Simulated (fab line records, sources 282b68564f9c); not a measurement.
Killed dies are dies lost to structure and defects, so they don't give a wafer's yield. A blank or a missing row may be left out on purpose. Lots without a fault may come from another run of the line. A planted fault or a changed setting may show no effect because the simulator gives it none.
fab line records | flow rit_cmos
record lots=7 wafers=21 last_day=6
route steps=202 shown PWELL@44 WELLDRIVE@50 NWELL@51 NRETRO@53 M1@202
lots that met no fault: from a run of the same line without faults
start_h: hours from the record's first day to the start of the lot's first wafer shown | wait_h: hours since the lot's step before | " the same as in the row above | L1.1+2: a row that stands for several wafers | - no value, or no start given | * or withheld: withheld | < > ~ a bound
route shown NAME@n: a module of which the file shows steps, and the number in the route of the first | usual: mean/standard deviation of fault-free wafers | same: alike in all rows | chamber/n: place in a boat | sites: the reading at each site | _std_site: their standard deviation | _edge_site: outer sites' mean less inner sites' | radius_mm: how far each site lies from the wafer's centre | mask NAME#n: copy n | behind: the tool/chamber that last shaped the wafer | hold: why the lot was held/for how many hours/how that ended | device: the transistor (n, p or np) that didn't switch | end of line: the same wafers' tests at the end of the route | a step without rows: its recipe alone | killed: dies lost to structure and defects at the first sort, not the wafer's yield | map: a wafer's dies, x killed, . not, _ none there
set.NAME: the setting as run; set.NAME@STEP: as run at that earlier step | model.NAME: the simulator's own value behind a step, which no gauge read
lots at some steps of the route; a table a step, a row a wafer
services: from which hour (start_h, from the record's first day; less than 0 if before it) a tool's chamber was out of use, for how many hours, and why
## steps
# step RIT_PWELL_DEVELOP_05
# recipe resist=NOVOLAK develop_time_s=68 dev_temp_c=23.31
# step RIT_PWELL_OVL_MEAS_06
# usual PWELL_OVL=0.0/1.3
# columns lot.wafer tool chamber start_h wait_h PWELL_OVL[nm]
L795.2 overlay-01 - 27.06 - -0.7
L795.5 " - " " 1.6
L795.6 " - " " -0.9
L803.1 overlay-02 - 69.22 - -2.3
L803.2 " - " " -0.5
L803.4 " - " " -2.7
L807.1 overlay-01 - 87.75 - -0.9
L807.4 " - " " 0.8
L807.6 " - " " 0.8
L808.2 overlay-01 - 91.93 - 0.0
L808.5 " - " " 0.3
L808.6 " - " " 0.9
L809.2 overlay-01 - 97.28 - -0.5
L809.3 " - " " -1.9
L809.5 " - " " 0.8
L810.1 overlay-02 - 101.94 - -1.1
L810.5 " - " " -0.3
L810.6 " - " " -1.3
L811.4 overlay-01 - 107.10 - 3.2
L811.5 " - " " 1.5
L811.6 " - " " 0.8
# step RIT_PWELL_HARDBAKE_07
# recipe resist=NOVOLAK temp_c=140 time_s=120
# step RIT_PWELL_IMPLANT_08
# recipe species=B energy_kev=170 dose_cm2=7e+13 tilt_deg=7
# step RIT_PWELL_STRIP_09
# recipe chemistry=O2 time_s=180 resist=NOVOLAK platen_temp_c=withheld power_w=500 pressure_mtorr=4000 o2_flow_sccm=4000
# usual drypump_motor_current_A=5.6/0.58
# columns lot.wafer tool chamber start_h wait_h drypump_motor_current_A rf_hours_counter_h
L795.2 plasma_asher-04 0 27.68 0.1 6.3 40
L795.5 " 1 " " 4.9 -
L795.6 " 0 " " 6.3 -
L803.1 plasma_asher-03 0 69.66 0.1 5.4 37
L803.2 " 1 " " 5.4 37
L803.4 " 0 " " 5.4 -
L807.1 plasma_asher-03 1 88.18 0.1 5.4 38
L807.4 " 0 " " 5.4 -
L807.6 " 1 " " 5.4 -
L808.2 plasma_asher-04 0 92.36 0.1 6.3 48
L808.5 " 1 " " 4.9 -
L808.6 " 0 " " 6.3 -
L809.2 plasma_asher-04 1 97.71 0.1 4.9 49
L809.3 " 0 " " 6.3 -
L809.5 " 1 " " 4.9 -
L810.1 plasma_asher-01 1 102.38 0.1 6.1 48
L810.5 " 0 " " 6.0 -
L810.6 " 1 " " 6.1 -
L811.4 plasma_asher-01 1 107.58 0.1 6.0 -
L811.5 " 0 " " 5.9 -
L811.6 " 1 " " 6.1 -
# step RIT_PWELL_TW_MEAS_10
# usual PWELL_TW=954/5.4
# columns lot.wafer tool chamber start_h wait_h PWELL_TW
L795.2 film_metro-02 - 27.86 0.1 959
L795.5 " - " " 961
L795.6 " - " " 965
L803.1 film_metro-02 - 69.83 0.1 953
L803.2 " - " " 955
L803.4 " - " " 956
L807.1 film_metro-04 - 88.36 0.1 949
L807.4 " - " " 954
L807.6 " - " " 953
L808.2 film_metro-02 - 92.55 0.1 950
L808.5 " - " " 955
L808.6 " - " " 957
L809.2 film_metro-04 - 97.90 0.1 949
L809.3 " - " " 949
L809.5 " - " " 952
L810.1 film_metro-02 - 102.56 0.1 960
L810.5 " - " " 958
L810.6 " - " " 959
L811.4 film_metro-04 - 107.73 0.1 950
L811.5 " - " " 948
L811.6 " - " " 948
# step RIT_WELLDRIVE_ANNEAL_00
# recipe temp_c=1100 time_s=14700 ambient=N2
# step RIT_WELLDRIVE_RS_MEAS_01
# recipe thk_meas_gauge=four-point-probe
# usual NWELL_RS=275.5/0.81
# columns lot.wafer tool chamber start_h wait_h NWELL_RS[ohm/sq]
L795.2 film_metro-03 - 33.01 0.0 275.3
L795.5 " - " " 274.5
L795.6 " - " " 275.7
L803.1 film_metro-03 - 74.98 0.0 276.4
L803.2 " - " " 275.4
L803.4 " - " " 274.8
L807.1 film_metro-04 - 93.50 0.0 275.9
L807.4 " - " " 276.6
L807.6 " - " " 275.2
L808.2 film_metro-03 - 98.60 0.0 274.2
L808.5 " - " " 274.4
L808.6 " - " " 273.9
L809.2 film_metro-03 - 103.17 0.0 273.7
L809.3 " - " " 273.7
L809.5 " - " " 272.7
L810.1 film_metro-03 - 108.23 0.0 275.6
L810.5 " - " " 274.4
L810.6 " - " " 275.2
L811.4 film_metro-02 - 113.18 0.1 275.4
L811.5 " - " " 275.0
L811.6 " - " " 275.1
# step RIT_WELLDRIVE_RS_MEAS_02
# recipe thk_meas_gauge=four-point-probe
# usual PWELL_RS=429.5/1.1
# columns lot.wafer tool chamber start_h wait_h PWELL_RS[ohm/sq]
L795.2 film_metro-03 - 33.13 0.1 429.7
L795.5 " - " " 429.4
L795.6 " - " " 429.1
L803.1 film_metro-03 - 75.10 0.1 428.6
L803.2 " - " " 428.5
L803.4 " - " " 428.0
L807.1 film_metro-04 - 93.62 0.1 428.8
L807.4 " - " " 428.7
L807.6 " - " " 428.8
L808.2 film_metro-03 - 98.72 0.1 430.1
L808.5 " - " " 429.6
L808.6 " - " " 429.3
L809.2 film_metro-03 - 103.29 0.1 430.2
L809.3 " - " " 429.0
L809.5 " - " " 428.7
L810.1 film_metro-03 - 108.35 0.1 428.8
L810.5 " - " " 429.7
L810.6 " - " " 429.3
L811.4 film_metro-02 - 113.30 0.1 428.2
L811.5 " - " " 429.4
L811.6 " - " " 429.7
# step RIT_NRETRO_HMDS_00
# recipe prime_time_s=60 prime_temp_c=140
# step RIT_NRETRO_COAT_01
# recipe resist=NOVOLAK spin_rpm=2000 resist_thk_nm=1300
# step RIT_NRETRO_SOFTBAKE_02
# recipe resist=NOVOLAK temp_c=90 time_s=60
# step RIT_NRETRO_EXPOSE_03
# recipe mask_id=M4 na=0.57 target_cd_nm=43900 dose_mj=250
# columns lot.wafer tool chamber start_h wait_h mask model.NRETRO.overlay_x_nm
L795.2+5+6 iline_stepper-01 0 33.97 0.2 M4#0 -0.4966
L803.1+2+4 iline_stepper-02 0 75.67 0.1 M4#0 0.9257
L807.1+4+6 iline_stepper-02 0 94.37 0.3 M4#0 -301.2
L808.2+5+6 iline_stepper-01 0 99.42 0.2 M4#0 0.8658
L809.2+3+5 iline_stepper-01 0 103.86 0.1 M4#0 -0.1807
L810.1+5+6 iline_stepper-02 0 109.05 0.2 M4#0 -299.8
L811.4+5+6 iline_stepper-02 0 113.95 0.1 M4#0 -299.2
# step RIT_NRETRO_PEB_04
# recipe resist=NOVOLAK temp_c=withheld time_s=withheld
# step RIT_NRETRO_DEVELOP_05
# recipe resist=NOVOLAK develop_time_s=68 dev_temp_c=23
# step RIT_NRETRO_OVL_MEAS_06
# usual NRETRO_OVL=0.1/1.3
# columns lot.wafer tool chamber start_h wait_h NRETRO_OVL[nm]
L795.2 overlay-02 - 34.39 - -0.4
L795.5 " - " " 0.1
L795.6 " - " " -2.2
L803.1 overlay-02 - 76.10 - 1.9
L803.2 " - " " 1.5
L803.4 " - " " 2.2
L807.1 overlay-02 - 94.80 - -300.5
L807.4 " - " " -301.3
L807.6 " - " " -300.2
L808.2 overlay-01 - 99.83 - 0.5
L808.5 " - " " -1.2
L808.6 " - " " -0.1
L809.2 overlay-02 - 104.28 - -2.1
L809.3 " - " " -2.2
L809.5 " - " " -1.6
L810.1 overlay-02 - 109.48 - -299.9
L810.5 " - " " -299.9
L810.6 " - " " -298.9
L811.4 overlay-02 - 114.34 - -296.7
L811.5 " - " " -298.6
L811.6 " - " " -297.1
# step RIT_NRETRO_HARDBAKE_07
# recipe resist=NOVOLAK temp_c=140 time_s=120
# step RIT_M1_PROBE_99
# usual killed_at_contacts=0.0/0.2 killed_at_front_end=7/3.1 killed_dies=7/3.1 killed_open=3.5/1.9 killed_short=3.6/2.1
# same gross_dies=264 killed_at_M0_to_M3=0 killed_at_M4_up=0 killed_at_back_side=0 killed_at_other=0
# columns lot.wafer tool chamber start_h wait_h killed_at_contacts killed_at_front_end killed_dies killed_open killed_short model.etest.well_edge_right.line_ohm_um model.etest.retro_edge_nmos.off_log10_a_um model.etest.retro_edge_pmos.off_log10_a_um
L795.2 prober-01 - 62.82 0.1 0 8 8 1 7 181 -10.34 -10.69
L795.5 prober-01 - 62.97 0.2 0 10 10 7 3 182.8 -10.33 -10.57
L795.6 prober-01 - 63.02 0.2 0 8 8 2 6 185.4 -10.37 -10.77
L803.1 prober-01 - 103.67 0.1 0 3 3 2 1 183.8 -9.925 -10.18
L803.2 prober-01 - 103.72 0.1 0 4 4 1 3 184.6 -10.16 -10.16
L803.4 prober-01 - 103.82 0.2 1 9 10 3 7 184.2 -10.03 -10.2
L807.1 prober-01 - 123.13 0.1 1 9 10 5 5 185 -7.984 -8.354
L807.4 prober-01 - 123.28 0.2 0 10 10 5 5 189 -8.002 -8.593
L807.6 prober-01 - 123.38 0.2 0 5 5 3 2 183.9 -7.916 -8.336
L808.2 prober-02 - 127.01 0.1 0 11 11 7 4 181.7 -10.44 -10.59
L808.5 prober-02 - 127.16 0.2 0 9 9 6 3 182.7 -10.52 -10.67
L808.6 prober-02 - 127.21 0.2 0 12 12 7 5 181.9 -10.63 -10.54
L809.2 prober-01 - 133.98 0.1 0 14 14 7 7 182.5 -10.35 -10.61
L809.3 prober-01 - 134.03 0.2 0 10 10 5 5 179.5 -10.04 -10.12
L809.5 prober-01 - 134.13 0.2 0 5 5 1 4 183.6 -10.38 -10.43
L810.1 prober-02 - 137.40 0.1 0 7 7 7 0 186 -7.383 -8.13
L810.5 prober-02 - 137.60 0.2 0 5 5 4 1 187.1 -7.447 -8.303
L810.6 prober-02 - 137.65 0.2 0 4 4 2 2 187.4 -7.679 -8.045
L811.4 prober-01 - 143.59 0.2 0 7 7 3 4 184.1 -7.607 -8.014
L811.5 prober-01 - 143.64 0.2 0 5 5 2 3 186.4 -7.73 -8.099
L811.6 prober-01 - 143.69 0.2 0 16 16 8 8 185.6 -7.53 -8.042
# killed by level:class
L795.2 GATE:geometric_particle:short=3 FOX1:geometric_particle:short=2 GATE:geometric_particle:open=1 REOX:geometric_particle:short=1 SILICIDE:geometric_particle:short=1
L795.5 GATE:geometric_particle:open=3 FOX1:geometric_particle:short=2 SPACER:geometric_particle:open=2 FOX1:geometric_particle:open=1 REOX:geometric_particle:open=1 SILICIDE:geometric_particle:short=1
L795.6 GATE:geometric_particle:short=2 REOX:geometric_particle:short=2 SILICIDE:geometric_particle:short=2 GATE:geometric_particle:open=1 REOX:geometric_particle:open=1
L803.1 REOX:geometric_particle:short=1 REOX:geometric_particle:open=1 SPACER:geometric_particle:open=1
L803.2 SPACER:geometric_particle:short=2 GATE:geometric_particle:open=1 SILICIDE:geometric_particle:short=1
L803.4 REOX:geometric_particle:short=4 REOX:geometric_particle:open=2 FOX1:geometric_particle:short=1 GATE:geometric_particle:short=1 SPACER:geometric_particle:short=1 CONTACT:geometric_particle:open=1
L807.1 FOX1:geometric_particle:short=2 SILICIDE:geometric_particle:short=2 FOX1:geometric_particle:open=1 GATE:geometric_particle:open=1 GATE:geometric_particle:short=1 SPACER:geometric_particle:open=1 SILICIDE:geometric_particle:open=1 CONTACT:geometric_particle:open=1
L807.4 FOX1:geometric_particle:short=3 GATE:geometric_particle:open=3 GATE:geometric_particle:short=2 SPACER:geometric_particle:open=2
L807.6 REOX:geometric_particle:short=2 REOX:geometric_particle:open=2 FOX2:geometric_particle:open=1
L808.2 GATE:geometric_particle:open=3 GATE:geometric_particle:short=2 SPACER:geometric_particle:open=2 FOX1:geometric_particle:short=1 FOX1:geometric_particle:open=1 FOX2:geometric_particle:open=1 SPACER:geometric_particle:short=1
L808.5 GATE:geometric_particle:open=2 SPACER:geometric_particle:short=2 SILICIDE:geometric_particle:open=2 FOX1:geometric_particle:short=1 REOX:geometric_particle:open=1 SPACER:geometric_particle:open=1
L808.6 SPACER:geometric_particle:short=4 SPACER:geometric_particle:open=2 SILICIDE:geometric_particle:open=2 FOX1:geometric_particle:open=1 GATE:geometric_particle:open=1 REOX:geometric_particle:open=1 SILICIDE:geometric_particle:short=1
L809.2 GATE:geometric_particle:open=3 FOX2:geometric_particle:short=2 GATE:geometric_particle:short=2 SPACER:geometric_particle:short=2 FOX1:geometric_particle:open=1 REOX:geometric_particle:short=1 REOX:geometric_particle:open=1 SPACER:geometric_particle:open=1
L809.3 SILICIDE:geometric_particle:open=4 REOX:geometric_particle:short=2 SILICIDE:geometric_particle:short=2 GATE:geometric_particle:short=1 GATE:geometric_particle:open=1
L809.5 FOX1:geometric_particle:short=2 SPACER:geometric_particle:short=2 GATE:geometric_particle:open=1
L810.1 FOX1:geometric_particle:open=3 SILICIDE:geometric_particle:open=3 GATE:geometric_particle:open=1
L810.5 GATE:geometric_particle:open=2 FOX1:geometric_particle:open=1 FOX2:geometric_particle:open=1 SILICIDE:geometric_particle:short=1
L810.6 GATE:geometric_particle:open=2 FOX1:geometric_particle:short=1 GATE:geometric_particle:short=1
L811.4 GATE:geometric_particle:open=2 GATE:geometric_particle:short=2 SILICIDE:geometric_particle:short=2 REOX:geometric_particle:open=1
L811.5 FOX1:geometric_particle:short=2 FOX1:geometric_particle:open=1 SPACER:geometric_particle:open=1 SILICIDE:geometric_particle:short=1
L811.6 GATE:geometric_particle:open=5 GATE:geometric_particle:short=5 FOX1:geometric_particle:short=1 FOX1:geometric_particle:open=1 FOX2:geometric_particle:short=1 FOX2:geometric_particle:open=1 SPACER:geometric_particle:open=1 SILICIDE:geometric_particle:short=1
## services
# columns tool chamber start_h hours kind
iline_stepper-02 - 14.64 4.4 pm
iline_stepper-01 - 19.16 4.4 pm
plasma_asher-03 - 30.14 7.3 repair
iline_stepper-02 - 34.93 1.7 pm
plasma_asher-01 - 60.14 2.8 pm
plasma_asher-03 - 79.26 1.9 repair
iline_stepper-01 0 101.34 - calibration
plasma_asher-03 - 108.75 9.0 pm
plasma_asher-03 0 108.75 9.0 vent_cycle
plasma_asher-03 1 108.75 9.0 vent_cycle
## key
first_sign step=RIT_NRETRO_OVL_MEAS_06 reading=NRETRO_OVL direction=down sigmas=99+ usual=0.1 struck=-299.2
effect none on later readings
model_effect step=RIT_NRETRO_EXPOSE_03 value=NRETRO.overlay_x_nm without=-0.0615 struck=-300.1
model_effect step=RIT_M1_PROBE_99 value=etest.well_edge_right.line_ohm_um without=182.9 struck=186
met_at RIT_NRETRO_EXPOSE_03
struck_wafers L807.1,L807.4,L807.6,L810.1,L810.5,L810.6,L811.4,L811.5,L811.6
tester_left_out L807,L810,L811
onset_between 75.67 94.37
fault kind=scanner_matching_overlay tool=iline_stepper-02 chamber=- onset_h=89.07 steps=RIT_NRETRO_EXPOSE_03 offset=-300
# tester_left_out: of these lots the tester's yield and bins aren't shown, on N5 and GAA mostly nor the transistor test; their killed dies are dies lost to structure and defects alone, not to doping, threshold or leakage, so they don't give the yield
